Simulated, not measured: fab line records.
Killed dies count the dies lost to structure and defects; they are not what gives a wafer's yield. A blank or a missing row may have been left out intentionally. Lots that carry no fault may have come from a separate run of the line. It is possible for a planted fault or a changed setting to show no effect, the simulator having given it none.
Which tool is to blame? + flow berkeley-cmos170 + Sampling: 14 lots, 42 wafers, 3 of 331 route steps

## WHAT THE GAUGES READ, wafer by wafer
UCB170_PSD_TW_MEAS_10.
| lot  | measured     | on            | PSD_TW         |
|------|--------------|---------------|----------------|
| L590 | day 8 06:00  | film-metro-02 | 2318 2335 2331 |
| L595 | day 9 00:55  | film-metro-03 | 2327 2336 2326 |
| L594 | day 9 01:02  | film-metro-01 | 2347 2355 2342 |
| L593 | day 9 01:15  | film-metro-03 | 2342 2334 2341 |
| L599 | day 9 20:49  | film-metro-03 | 2327 2342 2333 |
| L598 | day 9 21:11  | film-metro-02 | 2319 2320 2334 |
| L596 | day 9 21:25  | film-metro-01 | 2349 2348 2350 |
| L602 | day 10 12:45 | film-metro-03 | 2361 2335 2336 |
| L607 | day 11 03:53 | film-metro-02 | 2329 2328 2343 |
| L609 | day 11 16:05 | film-metro-03 | 2333 2343 2334 |
| L610 | day 11 15:50 | film-metro-01 | 2353 2354 2343 |
| L608 | day 11 15:43 | film-metro-03 | 2351 2347 2345 |
| L612 | day 12 05:14 | film-metro-03 | 2346 2335 2350 |
| L613 | day 12 17:22 | film-metro-02 | 2338 2334 2349 |

UCB170_SDANNEAL_RS_MEAS_03: measures by four-point-probe.
| lot  | measured     | on            | NSD_RS (ohm/sq)   |
|------|--------------|---------------|-------------------|
| L590 | day 8 13:24  | film-metro-01 | 37.21 37.17 37.19 |
| L595 | day 9 03:51  | film-metro-02 | 37.28 37.17 37.24 |
| L594 | day 9 04:22  | film-metro-03 | 37.32 37.48 37.25 |
| L593 | day 9 04:30  | film-metro-02 | 37.24 37.29 37.21 |
| L599 | day 10 01:35 | film-metro-01 | 37.34 37.27 37.22 |
| L598 | day 10 01:48 | film-metro-03 | 37.20 37.34 37.21 |
| L596 | day 10 02:25 | film-metro-03 | 37.36 37.31 37.30 |
| L602 | day 10 18:34 | film-metro-03 | 37.24 37.45 37.22 |
| L607 | day 11 08:25 | film-metro-02 | 37.18 37.30 37.30 |
| L609 | day 11 19:33 | film-metro-02 | 37.18 37.19 37.22 |
| L610 | day 11 19:17 | film-metro-01 | 37.32 37.34 37.37 |
| L608 | day 11 19:08 | film-metro-03 | 37.35 37.44 37.44 |
| L612 | day 12 10:05 | film-metro-02 | 37.23 37.21 37.26 |
| L613 | day 12 21:16 | film-metro-02 | 37.22 37.17 37.31 |

## WHICH TOOL RAN EACH LOT (tool, then ch and the chambers of the sampled wafers, then the start)
| lot  | UCB170_PLDD_EXPOSE_03             |
|------|-----------------------------------|
| L590 | krf-scanner-02 ch 0, day 7 14:46  |
| L595 | krf-scanner-02 ch 0, day 8 09:38  |
| L594 | krf-scanner-01 ch 0, day 8 10:12  |
| L593 | krf-scanner-02 ch 0, day 8 11:01  |
| L599 | krf-scanner-01 ch 0, day 9 09:30  |
| L598 | krf-scanner-01 ch 0, day 9 10:16  |
| L596 | krf-scanner-02 ch 0, day 9 11:16  |
| L602 | krf-scanner-02 ch 0, day 10 02:25 |
| L607 | krf-scanner-02 ch 0, day 10 14:28 |
| L609 | krf-scanner-02, day 11 04:31      |
| L610 | krf-scanner-02, day 11 04:39      |
| L608 | krf-scanner-02 ch 0, day 11 05:02 |
| L612 | krf-scanner-01 ch 0, day 11 17:28 |
| L613 | krf-scanner-01 ch 0, day 12 05:01 |
- UCB170_PLDD_EXPOSE_03: exposes mask PSELECT, target cd 1200 nm.

## AS READ BY THE TOOLS THEMSELVES (means over the sampled wafers that have a number; for cases with no such wafer, the mark the record gives instead)
UCB170_PLDD_EXPOSE_03.
| lot  | tool           | exposure-dose-mJ-cm2 | focus-offset-nm (nm) |
|------|----------------|----------------------|----------------------|
| L590 | krf-scanner-02 | 30.00                | 0.5                  |
| L595 | krf-scanner-02 | 30.00                | -0.4                 |
| L594 | krf-scanner-01 | 29.94                | -0.2                 |
| L593 | krf-scanner-02 | 29.95                | -0.0                 |
| L599 | krf-scanner-01 | 30.01                | 0.6                  |
| L598 | krf-scanner-01 | 30.05                | 0.1                  |
| L596 | krf-scanner-02 | 29.99                | -0.7                 |
| L602 | krf-scanner-02 | 30.00                | 0.3                  |
| L607 | krf-scanner-02 | 29.99                | 0.3                  |
| L609 | krf-scanner-02 | -                    | -                    |
| L610 | krf-scanner-02 | -                    | -                    |
| L608 | krf-scanner-02 | 29.97                | -0.4                 |
| L612 | krf-scanner-01 | 29.99                | 0.6                  |
| L613 | krf-scanner-01 | 29.97                | 0.5                  |

## THE ANSWER, worked out from the rows above alone
Rule: the lots themselves supply what counts as usual. Put in order of their means at a reading, lots are off if they are a third of the lots or fewer, leave a main group of 4 or more, and stand apart from it by a gap of 3 or more times the standard deviation of the main group's means; of several such gaps the widest counts. Not used: any main group whose means are identical at the precision the tables above print for the reading. A lot without any number at a reading at which 4 lots or more have one is off too. The other lots that the step has rows for count as sound. Order of review: gauges by route order, followed by the tools' own readings, for which a lot's mean as printed above is used. At the first step where some lot is off, the reading lying furthest off is the one used; lots without a number count as furthest.
Off: L609, L610, at UCB170_PLDD_EXPOSE_03 (exposure-dose-mJ-cm2). Without a number there: L609, L610. The main group has a mean of 29.99 with a standard deviation of 0.028.
A tool fits if, at that step or a process step before it, it ran every lot that is off, and no sound lot after the first of them. Not one of the candidates tried fits.

## WHAT HAD BEEN PUT IN BY THE SIMULATOR
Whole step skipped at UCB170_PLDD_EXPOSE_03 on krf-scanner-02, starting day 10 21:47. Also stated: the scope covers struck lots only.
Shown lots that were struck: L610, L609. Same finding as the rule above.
